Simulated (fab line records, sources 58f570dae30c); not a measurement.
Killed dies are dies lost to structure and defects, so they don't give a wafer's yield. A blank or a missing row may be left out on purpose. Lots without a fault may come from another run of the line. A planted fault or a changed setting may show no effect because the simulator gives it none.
One fault seen from 2 desks | flow berkeley_cmos170 | each desk has only its own numbers; what lay behind them comes last

THE TOOL OWNER'S DESK: furnace-02
The tool's own readings at UCB170_SCREENOX_OXIDATION_01 (target thk 14.4 nm, ox time 2400 s): means of the sampled wafers that have a number, for each lot that ran on this tool. A lot is out of limits, marked OUT, if its mean lies more than 4 standard deviations from the usual mean; the brackets give that distance.
Columns: A = spike_tc_source_C at UCB170_SCREENOX_OXIDATION_01, usual 923.8 C
lot  | first seen here | A
L870 | day 4 08:08     | 920.8
L878 | day 6 19:36     | 920.9
L879 | day 6 19:36     | 920.5
L893 | day 9 23:04     | 921.7
This desk's finding: nothing out of limits on any of the 4 lots.

THE METROLOGY DESK
What the gauges read, lot by lot, whatever tool the lot ran on: means of the sampled wafers that have a number. A lot is out of limits, marked OUT, if its mean lies more than 4 standard deviations from the usual mean; the brackets give that distance.
Columns: A = ACTIVE_OXIDE_THK at UCB170_ACTIVE_THK_MEAS_03, usual 26.6 nm; B = NLDD_RS at UCB170_SDANNEAL_RS_MEAS_05, usual 615.3 ohm/sq
lot  | first seen here | A    | B
L870 | day 3 06:11     | 26.0 | 616.1
L873 | day 4 01:46     | 26.1 | 616.0
L880 | day 5 16:25     | 26.4 | 615.6
L878 | day 5 16:25     | 27.1 | 614.2
L879 | day 5 16:26     | 27.3 | 616.2
L882 | day 6 03:56     | 25.9 | 613.9
L883 | day 6 03:57     | 26.4 | 614.9
L884 | day 6 16:13     | 26.8 | 614.2
L885 | day 6 16:14     | 26.7 | 617.7
L887 | day 7 09:12     | 25.6 | 615.1
L889 | day 8 01:40     | 26.7 | 615.9
L890 | day 8 01:40     | 26.2 | 613.7
L892 | day 8 08:27     | 26.7 | 615.2
L893 | day 8 12:29     | 26.1 | 614.9
This desk's finding: nothing out of limits on any of the 14 lots.

PUT TOGETHER
The tool owner's desk saw nothing out of limits.
The metrology desk saw nothing out of limits.

WHAT THE SIMULATOR HAD PUT IN
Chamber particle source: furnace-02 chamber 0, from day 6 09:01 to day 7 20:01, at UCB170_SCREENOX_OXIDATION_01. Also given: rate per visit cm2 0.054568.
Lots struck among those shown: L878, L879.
